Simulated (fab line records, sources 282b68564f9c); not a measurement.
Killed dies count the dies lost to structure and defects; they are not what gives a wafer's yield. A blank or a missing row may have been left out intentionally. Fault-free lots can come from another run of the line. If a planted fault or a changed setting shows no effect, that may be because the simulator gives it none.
A sampling plan put to the test ; flow rit-cmos ; one line in one fab, 32 faults in these records, each fault weighed on the records of the lots it struck
The plan is the line's own looks: the steps of the route at which a gauge or an inspection reads the wafer and doesn't change it. A look is open to judgement when struck wafers have a number at it and the file gives its usual mean and standard deviation on fault-free wafers. Caught: at a look after the fault's first step, the mean of the struck wafers lies 4 or more of those standard deviations (sigma) from the usual mean. On the tool: here the same test is run on the tool's own readings at the fault's steps. It also counts as caught if the struck wafers ran another recipe or if their record alone is blank.

## THE FAULTS, as the simulator had put them in
1. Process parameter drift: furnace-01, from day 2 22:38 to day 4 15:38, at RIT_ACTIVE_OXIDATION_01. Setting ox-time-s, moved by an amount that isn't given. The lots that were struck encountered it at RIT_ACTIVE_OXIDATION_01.
2. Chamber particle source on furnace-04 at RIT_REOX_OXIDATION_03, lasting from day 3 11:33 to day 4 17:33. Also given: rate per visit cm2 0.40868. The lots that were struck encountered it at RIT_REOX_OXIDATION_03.
3. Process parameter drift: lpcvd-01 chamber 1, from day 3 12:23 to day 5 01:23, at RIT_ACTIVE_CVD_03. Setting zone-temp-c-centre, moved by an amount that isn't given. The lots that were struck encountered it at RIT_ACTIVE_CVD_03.
4. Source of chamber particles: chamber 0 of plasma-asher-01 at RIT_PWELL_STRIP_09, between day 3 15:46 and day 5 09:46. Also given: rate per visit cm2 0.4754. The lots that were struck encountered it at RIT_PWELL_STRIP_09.
5. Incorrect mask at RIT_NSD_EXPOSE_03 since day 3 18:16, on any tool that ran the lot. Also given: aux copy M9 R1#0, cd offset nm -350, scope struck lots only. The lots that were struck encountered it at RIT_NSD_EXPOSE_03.
6. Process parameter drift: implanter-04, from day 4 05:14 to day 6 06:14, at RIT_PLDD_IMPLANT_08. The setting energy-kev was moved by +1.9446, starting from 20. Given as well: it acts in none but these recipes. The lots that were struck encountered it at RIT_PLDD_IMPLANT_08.
7. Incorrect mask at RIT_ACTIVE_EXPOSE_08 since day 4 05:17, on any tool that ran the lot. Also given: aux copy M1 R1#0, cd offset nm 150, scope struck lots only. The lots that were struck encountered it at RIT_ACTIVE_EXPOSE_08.
8. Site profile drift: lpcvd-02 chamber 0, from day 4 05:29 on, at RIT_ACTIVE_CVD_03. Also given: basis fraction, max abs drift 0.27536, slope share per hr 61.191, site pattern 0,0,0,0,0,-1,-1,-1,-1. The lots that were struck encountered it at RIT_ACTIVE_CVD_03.
9. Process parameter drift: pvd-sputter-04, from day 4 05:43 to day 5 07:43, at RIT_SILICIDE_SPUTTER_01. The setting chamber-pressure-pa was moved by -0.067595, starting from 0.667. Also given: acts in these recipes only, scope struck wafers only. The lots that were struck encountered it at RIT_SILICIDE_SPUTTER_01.
10. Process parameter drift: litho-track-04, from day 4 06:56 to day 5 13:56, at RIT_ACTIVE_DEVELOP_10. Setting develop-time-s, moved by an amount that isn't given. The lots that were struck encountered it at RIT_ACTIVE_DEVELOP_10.
11. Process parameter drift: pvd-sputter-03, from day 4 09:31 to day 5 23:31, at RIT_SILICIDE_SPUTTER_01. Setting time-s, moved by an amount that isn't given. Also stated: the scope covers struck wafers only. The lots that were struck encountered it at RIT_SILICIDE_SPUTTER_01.
12. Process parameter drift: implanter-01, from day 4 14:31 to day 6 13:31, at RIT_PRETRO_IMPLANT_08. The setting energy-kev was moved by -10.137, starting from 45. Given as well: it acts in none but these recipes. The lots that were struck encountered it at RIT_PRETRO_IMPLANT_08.
13. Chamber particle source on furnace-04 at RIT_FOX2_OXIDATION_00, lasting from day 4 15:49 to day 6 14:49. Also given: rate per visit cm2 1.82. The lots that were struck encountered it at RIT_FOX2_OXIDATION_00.
14. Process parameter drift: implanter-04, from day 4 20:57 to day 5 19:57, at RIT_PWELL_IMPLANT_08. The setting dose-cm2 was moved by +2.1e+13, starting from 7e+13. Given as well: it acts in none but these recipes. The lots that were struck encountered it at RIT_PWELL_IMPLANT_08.
15. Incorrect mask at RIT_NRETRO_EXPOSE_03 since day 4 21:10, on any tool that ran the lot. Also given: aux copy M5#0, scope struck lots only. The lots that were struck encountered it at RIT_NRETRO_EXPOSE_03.
16. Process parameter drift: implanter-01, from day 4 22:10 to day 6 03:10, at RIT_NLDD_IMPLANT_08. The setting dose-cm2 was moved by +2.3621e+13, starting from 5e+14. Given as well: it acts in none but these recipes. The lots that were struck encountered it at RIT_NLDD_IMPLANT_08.
17. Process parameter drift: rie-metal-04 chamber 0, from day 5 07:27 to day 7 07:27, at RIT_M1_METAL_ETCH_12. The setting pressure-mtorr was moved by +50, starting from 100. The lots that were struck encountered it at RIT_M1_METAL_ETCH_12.
18. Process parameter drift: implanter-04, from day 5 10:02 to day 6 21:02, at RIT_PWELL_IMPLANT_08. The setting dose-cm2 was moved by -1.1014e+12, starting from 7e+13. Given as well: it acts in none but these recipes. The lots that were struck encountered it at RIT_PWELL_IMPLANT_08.
19. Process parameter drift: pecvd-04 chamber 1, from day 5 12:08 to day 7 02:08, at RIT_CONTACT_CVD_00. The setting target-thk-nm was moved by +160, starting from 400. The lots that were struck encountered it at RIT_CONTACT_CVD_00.
20. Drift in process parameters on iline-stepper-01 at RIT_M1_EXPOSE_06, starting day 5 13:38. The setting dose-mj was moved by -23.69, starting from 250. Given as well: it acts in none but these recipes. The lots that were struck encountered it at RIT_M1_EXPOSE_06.
21. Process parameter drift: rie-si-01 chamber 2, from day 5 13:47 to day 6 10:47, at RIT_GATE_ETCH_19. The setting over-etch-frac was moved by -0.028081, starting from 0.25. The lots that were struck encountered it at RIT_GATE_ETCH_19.
22. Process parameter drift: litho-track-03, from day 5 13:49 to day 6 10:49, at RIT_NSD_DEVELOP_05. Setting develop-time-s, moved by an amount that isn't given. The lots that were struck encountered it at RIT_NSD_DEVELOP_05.
23. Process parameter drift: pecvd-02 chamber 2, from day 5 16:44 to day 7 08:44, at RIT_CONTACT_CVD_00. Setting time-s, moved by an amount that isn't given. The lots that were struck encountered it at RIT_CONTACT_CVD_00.
24. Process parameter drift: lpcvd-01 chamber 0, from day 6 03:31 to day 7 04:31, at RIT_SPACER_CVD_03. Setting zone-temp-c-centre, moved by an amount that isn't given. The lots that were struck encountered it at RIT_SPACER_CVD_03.
25. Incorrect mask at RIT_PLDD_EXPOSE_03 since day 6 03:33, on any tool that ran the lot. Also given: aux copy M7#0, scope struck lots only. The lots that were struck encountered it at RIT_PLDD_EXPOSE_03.
26. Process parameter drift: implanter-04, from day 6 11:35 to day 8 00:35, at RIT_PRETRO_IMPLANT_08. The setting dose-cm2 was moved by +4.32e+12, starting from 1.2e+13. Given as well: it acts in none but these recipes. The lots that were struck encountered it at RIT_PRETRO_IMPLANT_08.
27. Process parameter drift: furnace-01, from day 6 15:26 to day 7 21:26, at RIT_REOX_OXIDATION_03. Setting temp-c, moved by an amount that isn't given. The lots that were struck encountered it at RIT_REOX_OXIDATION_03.
28. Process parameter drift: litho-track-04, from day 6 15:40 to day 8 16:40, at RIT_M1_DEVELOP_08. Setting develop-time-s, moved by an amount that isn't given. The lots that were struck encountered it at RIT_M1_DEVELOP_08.
29. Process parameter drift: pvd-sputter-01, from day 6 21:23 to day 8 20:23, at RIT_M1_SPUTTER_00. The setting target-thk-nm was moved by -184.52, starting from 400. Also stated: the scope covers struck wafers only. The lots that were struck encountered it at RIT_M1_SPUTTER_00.
30. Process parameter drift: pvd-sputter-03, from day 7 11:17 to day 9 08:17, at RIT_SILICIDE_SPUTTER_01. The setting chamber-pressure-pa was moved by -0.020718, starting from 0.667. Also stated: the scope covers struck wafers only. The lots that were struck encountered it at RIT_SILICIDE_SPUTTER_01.
31. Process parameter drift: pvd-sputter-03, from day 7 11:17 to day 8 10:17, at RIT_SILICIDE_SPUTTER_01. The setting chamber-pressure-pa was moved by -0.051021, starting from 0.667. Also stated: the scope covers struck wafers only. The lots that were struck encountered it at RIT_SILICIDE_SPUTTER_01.
32. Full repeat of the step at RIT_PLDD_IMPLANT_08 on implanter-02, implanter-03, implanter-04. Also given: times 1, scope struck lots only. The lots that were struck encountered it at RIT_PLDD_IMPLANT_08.

## WHAT THE PLAN SAW
fault;on the tool itself;first look that catches it;reading, sigma;median hours from its first step to that look;hours from the fault's start to the first struck lot there;judged looks passed uncaught
1;under 2 sigma;RIT_ACTIVE_THK_MEAS_02;ACTIVE_OXIDE_THK +15;1.9;5;0
2;under 2 sigma;no look after it can be judged;-;-;-;0
3;spike-tc-centre-C +18 sigma;RIT_ACTIVE_THK_MEAS_04;ACTIVE_NITRIDE_THK +11;1.4;19;0
4;under 2 sigma;no look after it can be judged;-;-;-;0
5;no reading that can be judged;no look after it can be judged;-;-;-;0
6;beam-energy-keV +99 or beyond sigma;RIT_PLDD_TW_MEAS_10;PLDD_TW +6.0;0.3;2;0
7;no reading that can be judged;RIT_ACTIVE_CD_MEAS_11;cd-nm +59;0.4;3;0
8;under 2 sigma;RIT_ACTIVE_THK_MEAS_04;ACTIVE_NITRIDE_THK -13;1.4;7;0
9;chamber-pressure-pa -52 sigma;RIT_SILICIDE_RS_MEAS_02;SILICIDE_TI_RS -16;0.2;5;0
10;no reading that can be judged;RIT_ACTIVE_CD_MEAS_11;cd-nm -17;0.8;14;0
11;under 2 sigma;RIT_SILICIDE_RS_MEAS_02;SILICIDE_TI_RS +15;0.2;18;0
12;beam-energy-keV -99 or beyond sigma;RIT_PRETRO_TW_MEAS_10;PRETRO_TW -4.6;0.3;3;0
13;under 2 sigma;none of the 2 looks that can be judged after it;-;-;-;2
14;dose-ions-cm2 +99 or beyond sigma;RIT_PWELL_TW_MEAS_10;PWELL_TW +7.4;0.3;5;0
15;no reading that can be judged;RIT_NRETRO_TW_MEAS_10;NRETRO_TW -99 or beyond;1.0;4;0
16;dose-ions-cm2 +42 sigma;RIT_SDANNEAL_RS_MEAS_07;NLDD_RS -11;8.6;13;1
17;chamber-pressure-mTorr +99 or beyond sigma;no look after it can be judged;-;-;-;0
18;dose-ions-cm2 -14 sigma;RIT_WELLDRIVE_RS_MEAS_02;PWELL_RS +4.4;5.9;15;0
19;under 2 sigma;RIT_CONTACT_THK_MEAS_01;CONTACT_TEOS_THK +33;0.0;7;0
20;exposure-dose-mJ-cm2 -84 sigma;RIT_M1_CD_MEAS_09;cd-nm +12;0.4;7;0
21;only faintly: oes-product-au +2.9 sigma;no look after it can be judged;-;-;-;0
22;no reading that can be judged;RIT_NSD_TW_MEAS_10;NSD_TW -99 or beyond;1.2;15;0
23;run-length-s +16 sigma;RIT_CONTACT_THK_MEAS_01;CONTACT_TEOS_THK +9.9;0.1;5;0
24;spike-tc-centre-C +8.6 sigma;RIT_SPACER_THK_MEAS_04;SPACER_NITRIDE_THK +11;1.9;5;0
25;no reading that can be judged;RIT_PLDD_TW_MEAS_10;PLDD_TW -99 or beyond;0.9;2;0
26;dose-ions-cm2 +99 or beyond sigma;RIT_PRETRO_TW_MEAS_10;PRETRO_TW +12;0.3;8;0
27;tube-center-temp-C +99 or beyond sigma;RIT_REOX_THK_MEAS_04;REOX_OXIDE_THK +12;2.5;5;0
28;no reading that can be judged;RIT_M1_CD_MEAS_09;cd-nm +19;0.8;1;0
29;under 2 sigma;RIT_M1_RS_MEAS_01;M1_AL_RS +86;0.3;6;0
30;chamber-pressure-pa -16 sigma;RIT_SILICIDE_RS_MEAS_02;SILICIDE_TI_RS -7.0;0.2;12;0
31;chamber-pressure-pa -39 sigma;RIT_SILICIDE_RS_MEAS_02;SILICIDE_TI_RS -14;0.2;5;0
32;no reading that can be judged;RIT_PLDD_TW_MEAS_10;PLDD_TW +39;0.6;-;0
A dash: the fault isn't caught, or these records don't give the number.

Caught at a look: 26 of 32. Caught on the tool: 15 of 32. By one or the other: 27 of 32.
Caught on the tool alone: fault 17.
Caught at a look alone: faults 1, 7, 8, 10, 11, 15, 19, 22, 25, 28, 29, 32.
Caught by neither: faults 2, 4, 5, 13, 21.

## THINNER SAMPLING
Were the look that catches a fault to measure just every second or every third lot (counted by lot number), the first struck lot would, at worst, be measured this late:
fault;struck lots at that look, in order of time;every lot;every second lot;every third lot
1;L824, L826;5 h;may miss all 2;may miss all 2
3;L992;19 h;may miss it;may miss it
6;L728, L734;2 h;may miss all 2;may miss all 2
7;L632;3 h;may miss it;may miss it
8;L287, L292;7 h;34 h;may miss all 2
9;L807, L809;5 h;may miss all 2;may miss all 2
10;L788, L790;14 h;may miss all 2;may miss all 2
11;L360;18 h;may miss it;may miss it
12;L152, L153, L157;3 h;7 h;27 h
14;L579, L583;5 h;may miss all 2;may miss all 2
15;L364;4 h;may miss it;may miss it
16;L812, L816;13 h;may miss all 2;may miss all 2
18;L569, L571;15 h;may miss all 2;may miss all 2
19;L728, L731;7 h;23 h;may miss all 2
20;L122, L124;7 h;may miss all 2;may miss all 2
22;L221, L222;15 h;18 h;may miss all 2
23;L480, L483;5 h;20 h;may miss all 2
24;L410, L411;5 h;13 h;may miss all 2
25;L958;2 h;may miss it;may miss it
26;L575, L577;8 h;may miss all 2;may miss all 2
27;L733, L734;5 h;8 h;may miss all 2
28;L604, L605, L607;1 h;9 h;may miss all 3
29;L180;6 h;may miss it;may miss it
30;L304;12 h;may miss it;may miss it
31;L550;5 h;may miss it;may miss it
Hours are from the fault's start to the first struck lot that is measured. Since the struck wafers were tested as one group against 4 sigma, a single lot by itself may lie under the limit. Other struck lots may not be in these records.

## THE LONGEST TIMED WAY FROM STEP TO LOOK
Fault 16: median gap of 8.6 hours between RIT_NLDD_IMPLANT_08 and RIT_SDANNEAL_RS_MEAS_07. The look between them that can be judged stayed within 4 sigma: RIT_NLDD_TW_MEAS_10.
